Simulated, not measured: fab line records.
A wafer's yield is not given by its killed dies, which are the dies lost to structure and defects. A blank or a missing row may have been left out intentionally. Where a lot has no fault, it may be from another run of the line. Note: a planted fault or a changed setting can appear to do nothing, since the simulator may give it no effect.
Which tool is to blame? ; flow rit cmos ; 7 lots (21 wafers sampled), 1 step of a 202-step route

## WHAT EACH GAUGE READ, for each wafer
RIT_GATE_CD_MEAS_90: target cd 150 nm.
lot;measured;on;cd nm (nm)
L297;day 3 00:33;cd sem-01;152.3 149.7 150.9
L301;day 3 21:03;cd sem-01;152.8 155.2 153.4
L305;day 4 16:28;cd sem-01;150.5 149.1 151.2
L309;day 5 17:05;cd sem-01;152.4 150.1 148.9
L311;day 6 07:41;cd sem-02;147.5 146.8 147.1
L315;day 6 21:23;cd sem-01;148.2 146.0 147.6
L318;day 7 09:34;cd sem-02;155.3 155.6 156.2

## WHICH TOOL RAN EACH LOT (tool, then ch and the chambers of the sampled wafers, then the start)
Before these readings, the record contains no process step.

## THE ANSWER, worked out from the rows above alone
Rule: the usual values come from the lots themselves. The widest of any qualifying gaps counts: lots, ordered by their means at a reading, are off when they make up no more than a third of the lots, leave a main group of 4 or more, and stand apart from it by 3 or more times the standard deviation of that group's means. Not used: any main group whose means are identical at the precision the tables above print for the reading. A lot without any number at a reading at which 4 lots or more have one is off too. All remaining lots with rows at the step are treated as sound.
No lot is off at any reading shown: from this, nothing can be told.

## WHAT THE SIMULATOR PUT IN
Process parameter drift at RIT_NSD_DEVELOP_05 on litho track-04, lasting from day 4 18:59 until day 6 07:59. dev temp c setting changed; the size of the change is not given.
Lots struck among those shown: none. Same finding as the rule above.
